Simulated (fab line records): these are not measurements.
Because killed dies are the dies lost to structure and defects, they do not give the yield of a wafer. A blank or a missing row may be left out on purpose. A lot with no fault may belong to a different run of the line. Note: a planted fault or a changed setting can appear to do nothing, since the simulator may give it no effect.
fab line records	flow rit_cmos
[record] lots = 5	wafers = 23
route steps=202 shown NLDD@111 PLDD@121 SPACER@130 PSD@150 SDANNEAL@156 SILICIDE@162 M1@188
start_h: hours from the record's opening day to when the first of the lot's shown wafers began	wait_h: hours elapsed since this lot's preceding step	" unchanged from the row above	L1.1+2: a single row standing in for several wafers	- no value, or no start given	* or withheld: withheld	< > ~ a bound
route shown NAME@n: names a module that has steps shown in the file, with the first one's number in the route	usual: mean and standard deviation over wafers with no fault	same: alike in all rows	chamber/n: place in a boat	sites: per-site readings	_std_site: their standard deviation	_edge_site: mean of outer sites minus mean of inner sites	radius_mm: for every site, how far away it sits from the centre of the wafer	mask NAME#n: copy n	behind: the tool/chamber that last shaped the wafer	hold: the reason the lot was held/the length of the hold in hours/how it ended	device: the transistor (n, p or np) that didn't switch	end of line: the route-end tests of the same wafers	a step without rows: its recipe alone	killed: dies that structure and defects cost at the first sort, which is not the same as the wafer's yield	map: a wafer's dies, marking killed ones x, the rest . and places with no die _
set.NAME: setting as actually run; set.NAME@STEP: the setting as run at that earlier step	model.NAME: the simulator's own value behind a step, which no gauge read
lots with deliberately changed settings; one table per step, one row per wafer
[[steps]]
[step RIT_NLDD_IMPLANT_08]
[recipe] species = P	energy_kev = 20	dose_cm2 = 5e+14	tilt_deg = 7
lot.wafer	tool	chamber	start_h	wait_h	set.energy_kev	model.implant.drp_nm
L078.2+4+5	implanter-02	0	63.47	0.1	20	12.97
L079.2+3+5	implanter-02	0	71.90	0.1	20.84	13.29
L079.4+6	"	0	"	"	20	12.97
L080.1+3+6	implanter-01	0	74.40	0.1	19.35	12.71
L080.4+5	"	0	"	"	20	12.97
L081.1+4+5	implanter-01	0	77.94	0.1	20	12.97
L081.2+3	"	0	"	"	19.57	12.8
L083.1+5	implanter-04	0	89.35	0.1	20	12.97
L083.3+4+6	"	0	"	"	21.05	13.38
[step RIT_NLDD_STRIP_09]
[recipe] chemistry = O2	time_s = 180	resist = NOVOLAK	platen_temp_c = withheld	power_w = 500	pressure_mtorr = 4000	o2_flow_sccm = 4000
[step RIT_NLDD_TW_MEAS_10]
[usual] NLDD_TW = 2478/14
lot.wafer	tool	chamber	start_h	wait_h	set.energy_kev@NLDD_IMPLANT_08	NLDD_TW
L078.2	film_metro-02	-	63.78	0.1	20	2466
L078.4	"	-	"	"	20	2461
L078.5	"	-	"	"	20	2473
L079.2	film_metro-01	-	72.21	0.1	20.84	2508
L079.3	"	-	"	"	20.84	2505
L079.4	"	-	"	"	20	2481
L079.5	"	-	"	"	20.84	2489
L079.6	"	-	"	"	20	2485
L080.1	film_metro-04	-	74.72	0.1	19.35	2428
L080.3	"	-	"	"	19.35	2444
L080.4	"	-	"	"	20	2462
L080.5	"	-	"	"	20	2470
L080.6	"	-	"	"	19.35	2433
L081.1	film_metro-04	-	78.26	0.1	20	2460
L081.2	"	-	"	"	19.57	2446
L081.3	"	-	"	"	19.57	2442
L081.4	"	-	"	"	20	2453
L081.5	"	-	"	"	20	2471
L083.1	film_metro-01	-	89.68	0.1	20	2475
L083.3	"	-	"	"	21.05	2517
L083.4	"	-	"	"	21.05	2507
L083.5	"	-	"	"	20	2473
L083.6	"	-	"	"	21.05	2516
[step RIT_PLDD_HARDBAKE_07]
[recipe] resist = NOVOLAK	temp_c = 140	time_s = 60
lot.wafer	tool	chamber	start_h	wait_h	set.temp_c	model.NOVOLAK_of_PLDD_COAT_01.thk_nm
L078.2	litho_track-01	0	64.86	0.0	140	880.1
L078.4	"	0	"	"	140	882.3
L078.5	"	0	"	"	140	882.4
L079.2	litho_track-04	0	73.36	0.0	140	881.1
L079.3	"	0	"	"	140	881.2
L079.4	"	0	"	"	140	882.4
L079.5	"	0	"	"	138.8	883.5
L079.6	"	0	"	"	138.8	883.2
L080.1	litho_track-04	0	75.80	0.0	143.9	877.6
L080.3	"	0	"	"	143.9	876.6
L080.4	"	0	"	"	143.9	876.4
L080.5	"	0	"	"	140	881.9
L080.6	"	0	"	"	140	880.9
L081.1	litho_track-02	0	79.40	0.0	140	884.2
L081.2	"	0	"	"	140	882.5
L081.3	"	0	"	"	140	883.6
L081.4	"	0	"	"	140	884.1
L081.5	"	0	"	"	140	881.6
L083.1	litho_track-04	0	90.62	0.0	143.5	878.5
L083.3	"	0	"	"	140	883.9
L083.4	"	0	"	"	140	884.3
L083.5	"	0	"	"	143.5	878.2
L083.6	"	0	"	"	143.5	876.1
[step RIT_SPACER_ETCHBACK_05]
[recipe] target_depth_a = 2500	SF6_flow_sccm = 30	CHF3_flow_sccm = 30	target = Si3N4	chemistry = SF6/CHF3	pressure_mtorr = 40	rf_w = 250	time_s = 240	stop_on = SiO2
lot.wafer	tool	chamber	start_h	wait_h	set.time_s	model.poly-Si_of_GATE_CVD_08.thk_nm	model.Si3N4_of_SPACER_CVD_03.thk_nm
L078.2	rie_diel-04	1	67.99	0.0	240	167.5	193.1
L078.4	"	0	"	"	240	165.9	193.2
L078.5	"	2	"	"	240	166.1	193.7
L079.2	rie_diel-04	3	76.21	0.0	240	193.3	194.1
L079.3	"	2	"	"	240	193.7	194.9
L079.4	"	0	"	"	267.9	185.5	189.9
L079.5	"	2	"	"	267.9	186.8	188.8
L079.6	"	1	"	"	240	192.8	196.4
L080.1	rie_diel-04	2	78.69	0.1	240	172	189
L080.3	"	1	"	"	218.2	178.1	193.8
L080.4	"	0	"	"	240	168.5	192.3
L080.5	"	3	"	"	218.2	176.8	195.4
L080.6	"	0	"	"	240	170.3	189.5
L081.1	rie_diel-03	0	82.30	0.1	207	190.9	201.6
L081.2	"	3	"	"	240	182	193.1
L081.3	"	1	"	"	207	193.1	200.9
L081.4	"	2	"	"	240	187.3	193.9
L081.5	"	1	"	"	240	182.8	193.1
L083.1	rie_diel-01	3	93.50	0.1	257.5	164.9	184.9
L083.3	"	2	"	"	257.5	164.7	186.4
L083.4	"	2	"	"	240	169.6	189.7
L083.5	"	3	"	"	257.5	164.3	186.3
L083.6	"	0	"	"	240	169.4	190
[step RIT_PSD_IMPLANT_08]
[recipe] species = BF2	energy_kev = 27	dose_cm2 = 5e+15	tilt_deg = 7
lot.wafer	tool	chamber	start_h	wait_h	set.energy_kev	model.implant.rp_nm	model.implant.drp_nm
L078.2+4+5	implanter-01	0	70.75	0.1	27	21.72	12.05
L079.2+3+4+5+6	implanter-04	0	78.91	0.1	27	21.05	12.05
L080.1+5+6	implanter-03	0	81.55	0.1	27	22.25	12.05
L080.3+4	"	0	"	"	28.2	23.04	12.42
L081.1+3+5	implanter-03	0	85.24	0.1	27	21.57	12.05
L081.2+4	"	0	"	"	28.46	22.5	12.5
L083.1+4+5	implanter-04	0	96.40	0.1	27	22.34	12.05
L083.3+6	"	0	"	"	28.57	23.37	12.53
[step RIT_SDANNEAL_RTA_03]
[recipe] temp_c = 1050	time_s = 5	idle_temp_c = 600	ramp_up_c_per_s = 342	ramp_down_c_per_s = 171	cool_to_c = 600	ambient = N2
lot.wafer	tool	chamber	start_h	wait_h	set.time_s
L078.2+4+5	rtp_anneal-02	0	71.66	0.0	5
L079.2+3+4+5+6	rtp_anneal-01	0	79.82	0.0	5
L080.1+3+4+5+6	rtp_anneal-02	0	82.30	0.0	5
L081.1+2+3+4+5	rtp_anneal-01	0	86.00	0.0	5
L083.1+6	rtp_anneal-01	0	97.16	0.0	5.447
L083.3+4+5	"	0	"	"	5
[step RIT_SDANNEAL_RS_MEAS_04]
[recipe] thk_meas_gauge = four-point-probe
[usual] PSD_RS = 115.76/0.24
lot.wafer	tool	chamber	start_h	wait_h	set.energy_kev@PSD_IMPLANT_08	PSD_RS[ohm/sq]
L078.2	film_metro-04	-	71.73	0.1	27	115.83
L078.4	"	-	"	"	27	115.38
L078.5	"	-	"	"	27	115.88
L079.2	film_metro-01	-	79.89	0.1	27	115.84
L079.3	"	-	"	"	27	115.95
L079.4	"	-	"	"	27	115.41
L079.5	"	-	"	"	27	115.93
L079.6	"	-	"	"	27	116.13
L080.1	film_metro-01	-	82.36	0.0	27	115.53
L080.3	"	-	"	"	28.2	112.96
L080.4	"	-	"	"	28.2	113.11
L080.5	"	-	"	"	27	115.74
L080.6	"	-	"	"	27	116.05
L081.1	film_metro-02	-	86.05	0.0	27	115.94
L081.2	"	-	"	"	28.46	112.45
L081.3	"	-	"	"	27	115.73
L081.4	"	-	"	"	28.46	112.75
L081.5	"	-	"	"	27	115.74
L083.1	film_metro-02	-	97.28	0.1	27	114.71
L083.3	"	-	"	"	28.57	112.21
L083.4	"	-	"	"	27	115.73
L083.5	"	-	"	"	27	115.53
L083.6	"	-	"	"	28.57	111.34
[step RIT_SILICIDE_SPUTTER_01]
[recipe] material = Ti	target_thk_nm = 30	power_w = 350	chamber_pressure_pa = 0.667	gas = Ar	time_s = 240	substrate_temp_c = 25
lot.wafer	tool	chamber	start_h	wait_h	set.time_s	model.Ti_of_SILICIDE_SPUTTER_01.thk_nm
L078.2	pvd_sputter-03	-	72.20	0.0	240	30.5
L078.4	"	-	"	"	240	30.52
L078.5	"	-	"	"	240	30.46
L079.2	pvd_sputter-02	-	80.36	0.0	251.8	31.91
L079.3	"	-	"	"	240	30.53
L079.4	"	-	"	"	251.8	31.85
L079.5	"	-	"	"	240	30.24
L079.6	"	-	"	"	240	30.21
L080.1	pvd_sputter-03	-	82.85	0.0	240	30.18
L080.3	"	-	"	"	204.2	25.24
L080.4	"	-	"	"	204.2	25.42
L080.5	"	-	"	"	240	29.84
L080.6	"	-	"	"	204.2	25.4
L081.1	pvd_sputter-02	-	86.55	0.0	264.9	32.93
L081.2	"	-	"	"	240	29.59
L081.3	"	-	"	"	240	30.08
L081.4	"	-	"	"	264.9	32.91
L081.5	"	-	"	"	264.9	33.08
L083.1	pvd_sputter-02	-	97.77	0.0	240	30.14
L083.3	"	-	"	"	240	30.61
L083.4	"	-	"	"	224.6	28.72
L083.5	"	-	"	"	224.6	28.32
L083.6	"	-	"	"	240	30.67
[step RIT_SILICIDE_RS_MEAS_02]
[recipe] thk_meas_gauge = four-point-probe	reads = Ti_of_SILICIDE_SPUTTER_01
[usual] SILICIDE_TI_RS = 47.5/0.58
lot.wafer	tool	chamber	start_h	wait_h	set.time_s@SILICIDE_SPUTTER_01	SILICIDE_TI_RS[ohm/sq]
L078.2	film_metro-03	-	72.37	0.1	240	46.7
L078.4	"	-	"	"	240	46.9
L078.5	"	-	"	"	240	46.9
L079.2	film_metro-01	-	80.53	0.1	251.8	44.2
L079.3	"	-	"	"	240	46.8
L079.4	"	-	"	"	251.8	44.3
L079.5	"	-	"	"	240	47.2
L079.6	"	-	"	"	240	47.4
L080.1	film_metro-04	-	83.00	0.1	240	47.5
L080.3	"	-	"	"	204.2	59.6
L080.4	"	-	"	"	204.2	59.1
L080.5	"	-	"	"	240	48.3
L080.6	"	-	"	"	204.2	59.2
L081.1	film_metro-01	-	86.70	0.1	264.9	42.4
L081.2	"	-	"	"	240	48.7
L081.3	"	-	"	"	240	47.7
L081.4	"	-	"	"	264.9	42.6
L081.5	"	-	"	"	264.9	42.2
L083.1	film_metro-04	-	97.92	0.1	240	47.7
L083.3	"	-	"	"	240	46.8
L083.4	"	-	"	"	224.6	50.7
L083.5	"	-	"	"	224.6	51.5
L083.6	"	-	"	"	240	46.7
[step RIT_SILICIDE_THK_MEAS_03]
[recipe] thk_meas_gauge = xrf	reads = Ti_of_SILICIDE_SPUTTER_01
[usual] SILICIDE_TI_THK = 30.4/0.36
lot.wafer	tool	chamber	start_h	wait_h	set.time_s@SILICIDE_SPUTTER_01	SILICIDE_TI_THK[nm]
L078.2	film_metro-03	-	72.48	0.1	240	30.5
L078.4	"	-	"	"	240	30.6
L078.5	"	-	"	"	240	30.6
L079.2	film_metro-01	-	80.64	0.1	251.8	31.9
L079.3	"	-	"	"	240	30.7
L079.4	"	-	"	"	251.8	31.8
L079.5	"	-	"	"	240	30.3
L079.6	"	-	"	"	240	30.3
L080.1	film_metro-04	-	83.12	0.1	240	30.5
L080.3	"	-	"	"	204.2	25.6
L080.4	"	-	"	"	204.2	25.7
L080.5	"	-	"	"	240	30.1
L080.6	"	-	"	"	204.2	25.5
L081.1	film_metro-01	-	86.82	0.1	264.9	33.1
L081.2	"	-	"	"	240	29.7
L081.3	"	-	"	"	240	30.2
L081.4	"	-	"	"	264.9	33.0
L081.5	"	-	"	"	264.9	33.3
L083.1	film_metro-04	-	98.04	0.1	240	30.4
L083.3	"	-	"	"	240	31.1
L083.4	"	-	"	"	224.6	29.1
L083.5	"	-	"	"	224.6	28.6
L083.6	"	-	"	"	240	31.1
[step RIT_M1_COAT_04]
[recipe] resist = NOVOLAK	spin_rpm = 2000	resist_thk_nm = 1300
lot.wafer	tool	chamber	start_h	wait_h	set.spin_rpm	model.NOVOLAK_of_M1_COAT_04.thk_nm
L078.2	litho_track-02	0	75.68	0.1	2000	1305
L078.4	"	0	"	"	2000	1301
L078.5	"	0	"	"	2000	1300
L079.2	litho_track-01	0	83.86	0.1	2057	1282
L079.3	"	0	"	"	2057	1283
L079.4	"	0	"	"	2000	1304
L079.5	"	0	"	"	2057	1285
L079.6	"	0	"	"	2000	1301
L080.1	litho_track-01	0	86.43	0.1	2000	1305
L080.3	"	0	"	"	2000	1306
L080.4	"	0	"	"	2000	1303
L080.5	"	0	"	"	2112	1270
L080.6	"	0	"	"	2112	1269
L081.1	litho_track-01	0	89.90	0.1	2000	1301
L081.2+3	"	0	"	"	2000	1299
L081.4	"	0	"	"	2000	1300
L081.5	"	0	"	"	2000	1304
L083.1	litho_track-01	0	101.33	0.1	2000	1299
L083.3	"	0	"	"	2000	1302
L083.4	"	0	"	"	2122	1259
L083.5+6	"	0	"	"	2122	1261
[[key]]
[split] step = RIT_NLDD_IMPLANT_08	setting = energy_kev	stated = 20	by = wafer
[response] step = RIT_NLDD_IMPLANT_08	reading = model.implant.drp_nm	change = +0.0778	per = 1%	r = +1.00
[response] step = RIT_NLDD_TW_MEAS_10	reading = NLDD_TW	change = +6.94	per = 1%	r = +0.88
[split] step = RIT_PLDD_HARDBAKE_07	setting = temp_c	stated = 140	by = wafer
[response] step = RIT_PLDD_HARDBAKE_07	reading = model.NOVOLAK_of_PLDD_COAT_01.thk_nm	change = -2.06	per = 1%	r = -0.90
[split] step = RIT_SPACER_ETCHBACK_05	setting = time_s	stated = 240	by = wafer
[response] step = RIT_SPACER_ETCHBACK_05	reading = model.poly-Si_of_GATE_CVD_08.thk_nm	change = -0.636	per = 1%	r = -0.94
[response] step = RIT_SPACER_ETCHBACK_05	reading = model.Si3N4_of_SPACER_CVD_03.thk_nm	change = -0.532	per = 1%	r = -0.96
[split] step = RIT_PSD_IMPLANT_08	setting = energy_kev	stated = 27	by = wafer
[response] step = RIT_PSD_IMPLANT_08	reading = model.implant.rp_nm	change = +0.176	per = 1%	r = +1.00
[response] step = RIT_PSD_IMPLANT_08	reading = model.implant.drp_nm	change = +0.0841	per = 1%	r = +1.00
[response] step = RIT_SDANNEAL_RS_MEAS_04	reading = PSD_RS	change = -0.606	per = 1%	r = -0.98
[split] step = RIT_SDANNEAL_RTA_03	setting = time_s	stated = 5	by = wafer
response none clear
[split] step = RIT_SILICIDE_SPUTTER_01	setting = time_s	stated = 240	by = wafer
[response] step = RIT_SILICIDE_SPUTTER_01	reading = model.Ti_of_SILICIDE_SPUTTER_01.thk_nm	change = +0.309	per = 1%	r = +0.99
[response] step = RIT_SILICIDE_RS_MEAS_02	reading = SILICIDE_TI_RS	change = -0.682	per = 1%	r = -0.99
[response] step = RIT_SILICIDE_THK_MEAS_03	reading = SILICIDE_TI_THK	change = +0.31	per = 1%	r = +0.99
[split] step = RIT_M1_COAT_04	setting = spin_rpm	stated = 2000	by = wafer
[response] step = RIT_M1_COAT_04	reading = model.NOVOLAK_of_M1_COAT_04.thk_nm	change = -6.44	per = 1%	r = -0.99
